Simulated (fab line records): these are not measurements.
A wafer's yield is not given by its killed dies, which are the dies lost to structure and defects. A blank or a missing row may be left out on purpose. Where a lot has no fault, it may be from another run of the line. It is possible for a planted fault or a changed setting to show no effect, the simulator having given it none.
Which of the tools did it? :: flow rit cmos :: 39 wafers from 13 lots sampled at 5 of the route's 202 steps

## WHAT EACH GAUGE READ, for each wafer
RIT_CONTACT_CD_MEAS_08: target cd 1000 nm.
lot: L576
measured: day 3 08:04
on: cd sem-02
cd nm (nm): 995.9 998.1 994.6

lot: L577
measured: day 3 10:44
on: cd sem-01
cd nm (nm): 998.9 1001.0 998.9

lot: L578
measured: day 3 19:53
on: cd sem-01
cd nm (nm): 997.5 998.2 999.1

lot: L579
measured: day 3 22:49
on: cd sem-01
cd nm (nm): 1002.3 1001.7 999.6

lot: L580
measured: day 4 02:38
on: cd sem-02
cd nm (nm): 1000.2 1002.1 999.6

lot: L581
measured: day 4 06:45
on: cd sem-02
cd nm (nm): 1001.5 1000.4 1000.4

lot: L583
measured: day 4 15:12
on: cd sem-01
cd nm (nm): 999.3 995.5 996.8

lot: L585
measured: day 5 07:54
on: cd sem-01
cd nm (nm): 998.6 1001.1 999.3

lot: L586
measured: day 5 10:43
on: cd sem-01
cd nm (nm): 1000.5 1000.2 999.9

lot: L587
measured: day 5 13:01
on: cd sem-02
cd nm (nm): 1001.6 1000.7 1002.1

lot: L588
measured: day 5 20:29
on: cd sem-01
cd nm (nm): 997.2 998.7 1000.3

lot: L592
measured: day 6 15:29
on: cd sem-01
cd nm (nm): 1007.4 1016.0 1028.6

lot: L599
measured: day 8 05:10
on: cd sem-02
cd nm (nm): 998.5 998.3 997.1

RIT_M1_BOW_MEAS_16.
lot: L576
measured: day 3 13:25
on: film metro-02
M1_BOW (um): 17 16 11

lot: L577
measured: day 3 15:48
on: film metro-01
M1_BOW (um): 22 24 17

lot: L578
measured: day 4 01:21
on: film metro-02
M1_BOW (um): 19 21 22

lot: L579
measured: day 4 03:55
on: film metro-02
M1_BOW (um): 8 28 11

lot: L580
measured: day 4 07:40
on: film metro-04
M1_BOW (um): 23 33 11

lot: L581
measured: day 4 12:20
on: film metro-02
M1_BOW (um): 19 28 18

lot: L583
measured: day 4 20:26
on: film metro-01
M1_BOW (um): 24 17 22

lot: L585
measured: day 5 13:16
on: film metro-02
M1_BOW (um): 19 19 19

lot: L586
measured: day 5 16:10
on: film metro-01
M1_BOW (um): 25 11 7

lot: L587
measured: day 5 18:29
on: film metro-01
M1_BOW (um): 13 13 6

lot: L588
measured: day 6 01:41
on: film metro-02
M1_BOW (um): 17 15 16

lot: L592
measured: day 6 20:37
on: film metro-02
M1_BOW (um): 16 26 23

lot: L599
measured: day 8 10:28
on: film metro-04
M1_BOW (um): 25 21 21

## WHICH TOOL RAN EACH LOT (tool, then ch and the chambers of the sampled wafers, then the start)
lot: L576
RIT_NRETRO_STRIP_09: plasma asher-01 ch 0,1, day 2 07:19
RIT_SILICIDE_RTA_06: rtp anneal-02 ch 0, day 3 06:48
RIT_CONTACT_EXPOSE_05: iline stepper-01 ch 0, day 3 07:33

lot: L577
RIT_NRETRO_STRIP_09: plasma asher-01 ch 0,1, day 2 12:06
RIT_SILICIDE_RTA_06: rtp anneal-01 ch 0, day 3 09:27
RIT_CONTACT_EXPOSE_05: iline stepper-01 ch 0, day 3 10:05

lot: L578
RIT_NRETRO_STRIP_09: plasma asher-04 ch 0,1, day 2 18:38
RIT_SILICIDE_RTA_06: rtp anneal-02 ch 0, day 3 18:43
RIT_CONTACT_EXPOSE_05: iline stepper-01 ch 0, day 3 19:22

lot: L579
RIT_NRETRO_STRIP_09: plasma asher-01 ch 0,1, day 2 22:27
RIT_SILICIDE_RTA_06: rtp anneal-01 ch 0, day 3 21:35
RIT_CONTACT_EXPOSE_05: iline stepper-01 ch 0, day 3 22:17

lot: L580
RIT_NRETRO_STRIP_09: plasma asher-03 ch 0,1, day 3 03:22
RIT_SILICIDE_RTA_06: rtp anneal-02 ch 0, day 4 01:22
RIT_CONTACT_EXPOSE_05: iline stepper-01 ch 0, day 4 01:59

lot: L581
RIT_NRETRO_STRIP_09: plasma asher-03 ch 0,1, day 3 07:30
RIT_SILICIDE_RTA_06: rtp anneal-01 ch 0, day 4 05:29
RIT_CONTACT_EXPOSE_05: iline stepper-01 ch 0, day 4 06:07

lot: L583
RIT_NRETRO_STRIP_09: plasma asher-04 ch 1, day 3 17:39
RIT_SILICIDE_RTA_06: rtp anneal-01 ch 0, day 4 14:03
RIT_CONTACT_EXPOSE_05: iline stepper-02 ch 0, day 4 14:41

lot: L585
RIT_NRETRO_STRIP_09: plasma asher-01 ch 0,1, day 4 07:42
RIT_SILICIDE_RTA_06: rtp anneal-01 ch 0, day 5 06:31
RIT_CONTACT_EXPOSE_05: iline stepper-02 ch 0, day 5 07:16

lot: L586
RIT_NRETRO_STRIP_09: plasma asher-01 ch 0,1, day 4 10:59
RIT_SILICIDE_RTA_06: rtp anneal-02 ch 0, day 5 09:33
RIT_CONTACT_EXPOSE_05: iline stepper-02 ch 0, day 5 10:12

lot: L587
RIT_NRETRO_STRIP_09: plasma asher-01 ch 0,1, day 4 13:25
RIT_SILICIDE_RTA_06: rtp anneal-01 ch 0, day 5 11:41
RIT_CONTACT_EXPOSE_05: iline stepper-01 ch 0, day 5 12:31

lot: L588
RIT_NRETRO_STRIP_09: plasma asher-03 ch 0,1, day 4 19:02
RIT_SILICIDE_RTA_06: rtp anneal-02 ch 0, day 5 19:14
RIT_CONTACT_EXPOSE_05: iline stepper-01 ch 0, day 5 19:59

lot: L592
RIT_NRETRO_STRIP_09: plasma asher-04 ch 0,1, day 5 15:19
RIT_SILICIDE_RTA_06: rtp anneal-02 ch 0, day 6 14:20
RIT_CONTACT_EXPOSE_05: iline stepper-01 ch 0, day 6 14:58

lot: L599
RIT_NRETRO_STRIP_09: plasma asher-04 ch 1, day 7 03:13
RIT_SILICIDE_RTA_06: rtp anneal-01 ch 0, day 8 03:53
RIT_CONTACT_EXPOSE_05: iline stepper-02 ch 0, day 8 04:39
- RIT_NRETRO_STRIP_09: strips in O2, time 180 s.
- RIT_SILICIDE_RTA_06: time 10 s, ramp up 5 s, ramp down 10 s.
- RIT_CONTACT_EXPOSE_05: exposes mask M11, target cd 1000 nm.

## WHAT THE TOOLS THEMSELVES READ (means of the sampled wafers that have a number; where no wafer has one, the mark that the record gives instead)
RIT_NRETRO_STRIP_09.
lot: L576
tool: plasma asher-01
drypump motor current A (A): 5.8

lot: L577
tool: plasma asher-01
drypump motor current A (A): 5.4

lot: L578
tool: plasma asher-04
drypump motor current A (A): 5.5

lot: L579
tool: plasma asher-01
drypump motor current A (A): 5.8

lot: L580
tool: plasma asher-03
drypump motor current A (A): 5.3

lot: L581
tool: plasma asher-03
drypump motor current A (A): 5.3

lot: L583
tool: plasma asher-04
drypump motor current A (A): 6.0

lot: L585
tool: plasma asher-01
drypump motor current A (A): 5.4

lot: L586
tool: plasma asher-01
drypump motor current A (A): 5.8

lot: L587
tool: plasma asher-01
drypump motor current A (A): 5.8

lot: L588
tool: plasma asher-03
drypump motor current A (A): 5.3

lot: L592
tool: plasma asher-04
drypump motor current A (A): 5.8

lot: L599
tool: plasma asher-04
drypump motor current A (A): 6.0

RIT_SILICIDE_RTA_06.
lot: L576
tool: rtp anneal-02
anneal temp c max: 755.6
wafer_temp_C_max: 753.2

lot: L577
tool: rtp anneal-01
anneal temp c max: 751.5
wafer_temp_C_max: 753.4

lot: L578
tool: rtp anneal-02
anneal temp c max: 755.3
wafer_temp_C_max: 752.4

lot: L579
tool: rtp anneal-01
anneal temp c max: 752.5
wafer_temp_C_max: 753.9

lot: L580
tool: rtp anneal-02
anneal temp c max: 755.1
wafer_temp_C_max: 752.6

lot: L581
tool: rtp anneal-01
anneal temp c max: 752.6
wafer_temp_C_max: 753.7

lot: L583
tool: rtp anneal-01
anneal temp c max: 751.7
wafer_temp_C_max: 754.1

lot: L585
tool: rtp anneal-01
anneal temp c max: 751.3
wafer_temp_C_max: 753.5

lot: L586
tool: rtp anneal-02
anneal temp c max: 755.0
wafer_temp_C_max: 753.3

lot: L587
tool: rtp anneal-01
anneal temp c max: 751.9
wafer_temp_C_max: 753.7

lot: L588
tool: rtp anneal-02
anneal temp c max: 754.8
wafer_temp_C_max: 753.0

lot: L592
tool: rtp anneal-02
anneal temp c max: 755.8
wafer_temp_C_max: 752.9

lot: L599
tool: rtp anneal-01
anneal temp c max: 752.2
wafer_temp_C_max: 753.2

RIT_CONTACT_EXPOSE_05.
lot: L576
tool: iline stepper-01
exposure dose mJ cm2: 249.66

lot: L577
tool: iline stepper-01
exposure dose mJ cm2: 249.50

lot: L578
tool: iline stepper-01
exposure dose mJ cm2: 249.61

lot: L579
tool: iline stepper-01
exposure dose mJ cm2: 250.04

lot: L580
tool: iline stepper-01
exposure dose mJ cm2: 249.84

lot: L581
tool: iline stepper-01
exposure dose mJ cm2: 249.84

lot: L583
tool: iline stepper-02
exposure dose mJ cm2: 250.05

lot: L585
tool: iline stepper-02
exposure dose mJ cm2: 249.93

lot: L586
tool: iline stepper-02
exposure dose mJ cm2: 249.69

lot: L587
tool: iline stepper-01
exposure dose mJ cm2: 249.48

lot: L588
tool: iline stepper-01
exposure dose mJ cm2: 250.03

lot: L592
tool: iline stepper-01
exposure dose mJ cm2: 246.97

lot: L599
tool: iline stepper-02
exposure dose mJ cm2: 249.96

## THE ANSWER, worked out from the rows above alone
Rule: what is usual is taken from the lots themselves. The widest of any qualifying gaps counts: lots, ordered by their means at a reading, are off when they make up no more than a third of the lots, leave a main group of 4 or more, and stand apart from it by 3 or more times the standard deviation of that group's means. Not used: any main group whose means are identical at the precision the tables above print for the reading. A lot without any number at a reading at which 4 lots or more have one is off too. All remaining lots with rows at the step are treated as sound. The gauges are gone through in route order, then the tools' own readings, and for those a lot's mean is taken as printed above. At the first step where some lot is off, the reading lying furthest off is the one used; lots without a number count as furthest.
Off: L592, at RIT_CONTACT_CD_MEAS_08 (cd nm). Main group: mean 999.3 nm, sd 1.6.
A tool fits if, at a process step before that reading, it ran every lot that is off, and no sound lot after the first of them. The gauges at RIT_CONTACT_CD_MEAS_08 aren't tried: what is off there is off at RIT_CONTACT_EXPOSE_05 too, on other tools, and a gauge's error can't cause that. This does not decide it: 2 tools fit, namely rtp anneal-02 at RIT_SILICIDE_RTA_06 and iline stepper-01 at RIT_CONTACT_EXPOSE_05.

## WHAT THE SIMULATOR HAD PUT IN
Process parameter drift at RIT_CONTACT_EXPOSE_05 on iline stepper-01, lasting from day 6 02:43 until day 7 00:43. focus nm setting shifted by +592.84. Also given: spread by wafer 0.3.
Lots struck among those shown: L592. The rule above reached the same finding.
